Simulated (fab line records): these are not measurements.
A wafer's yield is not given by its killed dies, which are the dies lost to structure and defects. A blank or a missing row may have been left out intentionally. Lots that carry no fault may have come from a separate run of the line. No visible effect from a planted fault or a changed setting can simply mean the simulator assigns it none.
2 desks looking at one fault :: flow berkeley-cmos170 :: what lay behind the numbers comes last; until then each desk has only its own

THE TOOL OWNER'S DESK: rie-metal-04
The tool's own readings at UCB170_M1_METAL_ETCH_12 (etches Al in Cl2/BCl3, stops on PSG, target depth 780 nm, time 130 s): means of the sampled wafers that have a number, for each lot that ran on this tool. If a lot's mean is further than 4 standard deviations from the usual mean, the lot is out of limits and carries the mark OUT (the distance appears in the brackets).
Columns: A = drypump-motor-current-A at UCB170_M1_METAL_ETCH_12, usual 5.2 A; B = oes-product-au at UCB170_M1_METAL_ETCH_12, usual 0.852 a.u.; C = rf-fwd-power-W at UCB170_M1_METAL_ETCH_12, usual 597.2 W; D = throttle-valve-pct at UCB170_M1_METAL_ETCH_12, usual 24.4 %
lot: L933
first seen here: day 11 01:17
A: 5.4
B: 0.873
C: 597.7
D: 24.6

lot: L945
first seen here: day 12 11:52
A: 5.5
B: 0.856
C: 574.7 (-11) OUT
D: 24.3

lot: L944
first seen here: day 12 13:43
A: 5.4
B: 0.865
C: 548.4 (-23) OUT
D: 24.6

lot: L948
first seen here: day 12 17:37
A: 5.5
B: 0.874
C: 575.0 (-11) OUT
D: 24.3
This desk finds L944, L945, L948 out of limits, L945 being first, at day 12 11:52 (rf-fwd-power-W at UCB170_M1_METAL_ETCH_12). In limits: L933.

THE METROLOGY DESK
What the gauges read, lot by lot, whatever tool the lot ran on: means of the sampled wafers that have a number. If a lot's mean is further than 4 standard deviations from the usual mean, the lot is out of limits and carries the mark OUT (the distance appears in the brackets).
Columns: A = M1_AL_RS at UCB170_M1_RS_MEAS_01, usual 0.0486 ohm/sq; B = M1_AL_THK at UCB170_M1_THK_MEAS_02, usual 604 nm; C = cd-nm at UCB170_M1_CD_MEAS_09, usual 700.1 nm; D = M1_OVL at UCB170_M1_OVL_MEAS_10, usual 0 nm
lot: L929
first seen here: day 9 09:55
A: 0.0478
B: 611
C: 699.2
D: -3

lot: L933
first seen here: day 10 22:40
A: 0.0477
B: 613
C: 700.5
D: 0

lot: L945
first seen here: day 12 10:13
A: 0.0495
B: 598
C: 699.9
D: 2

lot: L944
first seen here: day 12 11:43
A: 0.0485
B: 602
C: 700.7
D: 4

lot: L946
first seen here: day 12 11:43
A: 0.0482
B: 612
C: 701.8
D: 6

lot: L948
first seen here: day 12 14:28
A: 0.0473
B: 617
C: 700.1
D: -0

lot: L951
first seen here: day 13 19:34
A: 0.0493
B: 596
C: 703.0
D: -6
This desk's finding: nothing out of limits on any of the 7 lots.

TAKEN TOGETHER
The tool owner's desk had the chance to raise an alarm at day 12 11:52 on L944, L945, L948.
The metrology desk saw nothing out of limits.
The metrology desk holds a record of L944, L945, L948, inside its limits.
All the named lots went through UCB170_M1_METAL_ETCH_12 on rie-metal-04.

WHAT THE SIMULATOR HAD PUT IN
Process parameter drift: rie-metal-04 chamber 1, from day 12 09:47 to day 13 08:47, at UCB170_M1_METAL_ETCH_12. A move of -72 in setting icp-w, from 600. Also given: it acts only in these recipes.
Struck lots among those shown: L944, L945, L948.
Time in hours from fault onset to the first out-of-limits reading at each desk: the tool owner's desk, 2.
